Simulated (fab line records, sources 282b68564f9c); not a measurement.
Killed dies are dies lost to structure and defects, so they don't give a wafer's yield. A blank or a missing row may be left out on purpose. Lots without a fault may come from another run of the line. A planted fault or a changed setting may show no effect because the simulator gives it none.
Problem report in the 8D (eight disciplines) form, filled by code | flow rit_cmos | the parts of the form that need people (team, actions taken, sign-off) are left out

1. THE PROBLEM
heater_power_total_W at RIT_NSD_SOFTBAKE_02 reads a mean of 32.56 W on 9 wafers of 3 lots; wafers without a fault read 34.56 W with a standard deviation of 0.049. That is -41 standard deviations from the usual mean.
The step: time 60 s.
First seen on wafer L374.1, day 6 09:29, on litho_track-03. The record holds 21 wafers of 7 lots with a number at this step. Rule for "out", or "out of limits": more than 4 standard deviations from the usual mean. The other wafers with a number count as sound.

2. WHAT IT IS AND WHAT IT IS NOT
question                    | is                                 | is not
which readings at this step | heater_power_total_W, plate_temp_C | -
which lots                  | L374, L375, L377                   | L364, L369, L376, L380
which wafers of those lots  | all that have a number             | -
read on which tools         | litho_track-03                     | litho_track-01, litho_track-04
when                        | from day 6 09:29                   | up to then (6 sound wafers); but 6 sound wafers of L376, L380 came after

3. SUSPECTS, AND WHAT RULES EACH OUT
Counting: a tool at a process step up to the reading stays a suspect if it ran every lot that is out and no sound lot after the first of them.
- litho_track-03 at RIT_NSD_SOFTBAKE_02 (time 60 s): kept. It ran every lot that is out, first L374 (day 6 09:29), and no sound lot after that; its last sound lot up to then is L369 (day 5 06:35). Its own readings are out on those wafers: heater_power_total_W, plate_temp_C.
Left after counting: litho_track-03 at RIT_NSD_SOFTBAKE_02.

4. THE CAUSE (what the simulator had put in)
Process parameter drift: litho_track-03, from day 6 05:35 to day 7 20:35, at RIT_NSD_SOFTBAKE_02. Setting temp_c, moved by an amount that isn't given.
Counting left only this tool.

5. THE CHAIN OF EFFECTS, in route order
Each row: a reading whose mean over the struck wafers that have a number lies more than 3 standard deviations from the usual. Only readings for which the record gives a usual standard deviation are gone through. hours: the time from each lot's start at the first step in this table that gives one to its start at this step, as a median over the lots. sigmas: the change in usual standard deviations.
hours | step                | reading              | usual   | on struck wafers | change | sigmas
0     | RIT_NSD_SOFTBAKE_02 | heater_power_total_W | 34.56 W | 32.56            | -2.00  | -41
0     | RIT_NSD_SOFTBAKE_02 | plate_temp_C         | 90.00 C | 86.18            | -3.82  | -29
The process steps in it:
- RIT_NSD_SOFTBAKE_02: time 60 s.
Later measuring or inspecting steps at which every struck wafer that the step has a row for has a number for every such reading, and none has moved that far: RIT_NSD_OVL_MEAS_06.

6. WHAT WOULD HAVE CAUGHT IT SOONER
In this record the first reading out of limits was taken at day 6 09:29, 4 hours after the fault began at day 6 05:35.
